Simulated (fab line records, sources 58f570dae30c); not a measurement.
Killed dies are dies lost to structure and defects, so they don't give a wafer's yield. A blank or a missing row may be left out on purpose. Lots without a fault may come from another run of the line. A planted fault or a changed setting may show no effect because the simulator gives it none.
Split-lot experiment | flow berkeley_cmos170 | 5 lots, 23 wafers read, on a route of 331 steps

THE SPLIT
At UCB170_FIELD_OXIDATION_01 (target thk 558.3 nm, ox time 7200 s), the setting ox_time_s was moved away from the recipe's 7200 s on 10 of the 23 wafers read, by -11.2% to +13.0%. The other wafers ran this setting at the recipe's value.

FROM THE SPLIT TO THE READING: what the file shows between them, 10 steps
- UCB170_FIELD_THK_MEAS_02
- UCB170_FIELD_ANNEAL_03: time 1200 s
- UCB170_FIELD_WET_ETCH_04: etches SiO2 in dHF, time 60 s
- UCB170_FIELD_WET_ETCH_05: etches Si3N4 in H3PO4, time 12600 s
- UCB170_FIELD_WET_ETCH_06: etches SiO2 in BOE, time 22 s
- UCB170_FIELD_THK_MEAS_90
- UCB170_PVT_IMPLANT_07 (also split here: dose_cm2)
- UCB170_PVT_STRIP_08: strips in O2
- UCB170_PVT_TW_MEAS_09
- UCB170_GATE_WET_ETCH_00: etches SiO2 in dHF, time 200 s

THE READING
FIELD_OXIDE_LEFT_2_THK, in nm, at UCB170_FIELD_THK_MEAS_91. Fault-free wafers of this fab line usually give 359 nm, standard deviation 11 nm.

wafer  | tool, chamber at the split | ox_time_s as run, s | against the recipe | FIELD_OXIDE_LEFT_2_THK, nm | against lot-mates on the recipe
L074.1 | -, -                       | 7200                | recipe             | 360                        | -
L074.2 | -, -                       | 7200                | recipe             | 361                        | -
L074.3 | -, -                       | 7200                | recipe             | 353                        | -
L074.4 | -, -                       | 7200                | recipe             | 355                        | -
L074.5 | -, -                       | 7200                | recipe             | 357                        | -
L076.1 | -, -                       | 6394                | -11.2%             | 294                        | no lot-mate on the recipe
L076.2 | -, -                       | 6394                | -11.2%             | 294                        | no lot-mate on the recipe
L076.3 | -, -                       | 6394                | -11.2%             | 300                        | no lot-mate on the recipe
L076.5 | -, -                       | 6394                | -11.2%             | 296                        | no lot-mate on the recipe
L076.6 | -, -                       | 6394                | -11.2%             | 295                        | no lot-mate on the recipe
L079.1 | -, -                       | 7200                | recipe             | 369                        | -
L079.2 | -, -                       | 7200                | recipe             | 356                        | -
L079.3 | -, -                       | 7200                | recipe             | 369                        | -
L079.4 | -, -                       | 7200                | recipe             | 372                        | -
L079.6 | -, -                       | 7200                | recipe             | 356                        | -
L083.2 | -, -                       | 8138                | +13.0%             | 419                        | no lot-mate on the recipe
L083.3 | -, -                       | 8138                | +13.0%             | 412                        | no lot-mate on the recipe
L083.4 | -, -                       | 8138                | +13.0%             | 414                        | no lot-mate on the recipe
L083.5 | -, -                       | 8138                | +13.0%             | 419                        | no lot-mate on the recipe
L083.6 | -, -                       | 8138                | +13.0%             | 404                        | no lot-mate on the recipe
L082.1 | furnace-02, 0              | 7200                | recipe             | 370                        | -
L082.2 | furnace-02, 0              | 7200                | recipe             | 362                        | -
L082.6 | furnace-02, 0              | 7200                | recipe             | 354                        | -

THE FIT
A straight line over all 23 wafers: FIELD_OXIDE_LEFT_2_THK changes by +4.83 nm for each +1% of ox_time_s; r = +0.98; the points scatter about the line by 8.1 nm.
Too few moved wafers have a lot-mate on the recipe to fit a line with each lot's own level taken away.

THE WHOLE CHAIN: every reading that the file lists as answering this split, in the file's order
step                      | what it does                        | reading                                                                            | change (the file's fit)              | r (the file's)
UCB170_FIELD_OXIDATION_01 | target thk 558.3 nm, ox time 7200 s | SiO2_of_FIELD_OXIDATION_01.thk_nm (the simulator's own value, which no gauge read) | +4.95 nm for each +1% of the setting | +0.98
UCB170_FIELD_THK_MEAS_02  |                                     | FIELD_OXIDE_THK                                                                    | +4.95 for each +1% of the setting    | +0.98
UCB170_FIELD_WET_ETCH_06  | etches SiO2 in BOE, time 22 s       | SiO2_of_FIELD_OXIDATION_01.thk_nm (the simulator's own value, which no gauge read) | +4.86 nm for each +1% of the setting | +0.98
UCB170_FIELD_THK_MEAS_90  |                                     | FIELD_OXIDE_LEFT_1_THK                                                             | +4.86 for each +1% of the setting    | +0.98
UCB170_FIELD_THK_MEAS_91  |                                     | FIELD_OXIDE_LEFT_2_THK                                                             | +4.83 for each +1% of the setting    | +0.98

THE FILE'S OWN FIT
FIELD_OXIDE_LEFT_2_THK changes by +4.83 nm for each +1% of ox_time_s, r = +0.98.
